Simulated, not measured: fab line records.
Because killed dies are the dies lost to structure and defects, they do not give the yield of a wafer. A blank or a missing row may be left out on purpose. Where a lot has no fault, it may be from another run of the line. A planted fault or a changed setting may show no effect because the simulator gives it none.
2 desks looking at one fault | flow berkeley_cmos170 | each desk has only its own numbers; what lay behind them comes last

## AT THE METROLOGY DESK
Means of the sampled wafers that have a number, per lot and without regard to the tool the lot ran on: this is what the gauges read. A lot is out of limits, marked OUT, if its mean lies more than 4 standard deviations from the usual mean; the brackets give that distance.
Columns: A = PVT_TW at UCB170_PVT_TW_MEAS_09, usual 509; B = GATE_OVL at UCB170_GATE_OVL_MEAS_13, usual 2 nm; C = NLDD_TW at UCB170_NLDD_TW_MEAS_11, usual 2229; D = NLDD_RS at UCB170_SDANNEAL_RS_MEAS_05, usual 618.9 ohm/sq
lot  | first seen here | A   | B  | C               | D
L504 | day 5 13:35     | 502 | -1 | 2229            | 618.1
L506 | day 6 03:10     | 507 | 2  | 2239            | 617.6
L505 | day 6 03:34     | 513 | -4 | 2212            | 617.1
L508 | day 6 13:46     | 508 | 8  | 2224            | 618.9
L509 | day 6 23:01     | 507 | 2  | 2226            | 618.2
L512 | day 7 07:06     | 506 | -3 | 2239            | 618.5
L513 | day 7 19:02     | 508 | 2  | 2205            | 619.7
L516 | day 8 13:23     | 515 | 1  | 2319 (+4.7) OUT | 580.1 (-30) OUT
L518 | day 9 02:22     | 505 | 1  | 2363 (+7.1) OUT | 581.6 (-29) OUT
L520 | day 9 05:56     | 518 | -2 | 2244            | 617.6
L521 | day 9 06:11     | 505 | 13 | 2203            | 618.6
L522 | day 10 06:54    | 518 | 4  | 2216            | 619.6
L525 | day 10 10:55    | 505 | 2  | 2254            | 620.0
L526 | day 11 00:25    | 507 | 2  | 2213            | 619.3
Per this desk, out of limits: L516, L518; the first was L516, day 9 18:30 (NLDD_TW at UCB170_NLDD_TW_MEAS_11). Within limits: L504, L506, L505, L508, L509, L512, L513, L520, L521, L522, L525, L526.

## THE TOOL OWNER'S DESK: implanter-04
UCB170_NLDD_IMPLANT_08, tool's own readings: per-lot mean of the sampled wafers with a number, covering each lot this tool ran. A lot is out of limits, marked OUT, if its mean lies more than 4 standard deviations from the usual mean; the brackets give that distance.
Columns: A = beam_energy_keV at UCB170_NLDD_IMPLANT_08, usual 30.002
lot  | first seen here | A
L504 | day 6 06:43     | 29.998
L505 | day 6 21:31     | 29.998
L508 | day 7 05:28     | 29.995
L509 | day 7 17:22     | 29.987
L512 | day 8 00:58     | 30.001
L513 | day 8 13:50     | 29.991
L516 | day 9 18:07     | 40.502 (+99 or more) OUT
L518 | day 9 21:44     | 40.499 (+99 or more) OUT
This desk's verdict: out of limits on L516, L518, starting with L516 at day 9 18:07 (beam_energy_keV at UCB170_NLDD_IMPLANT_08). Within limits: L504, L505, L508, L509, L512, L513.

## PUT TOGETHER
The tool owner's desk could have raised an alarm at day 9 18:07, on L516, L518.
On L516, L518, the metrology desk was in a position to raise an alarm at day 9 18:30.
Of the lots named, all ran UCB170_NLDD_IMPLANT_08 on implanter-04.

## WHAT THE SIMULATOR HAD INSERTED
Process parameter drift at UCB170_NLDD_IMPLANT_08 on implanter-04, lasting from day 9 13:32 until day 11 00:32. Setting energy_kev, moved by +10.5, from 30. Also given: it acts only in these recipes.
Struck lots among those shown: L516, L518.
Time in hours from fault onset to the first out-of-limits reading at each desk: tool owner's desk 5, metrology desk 5.
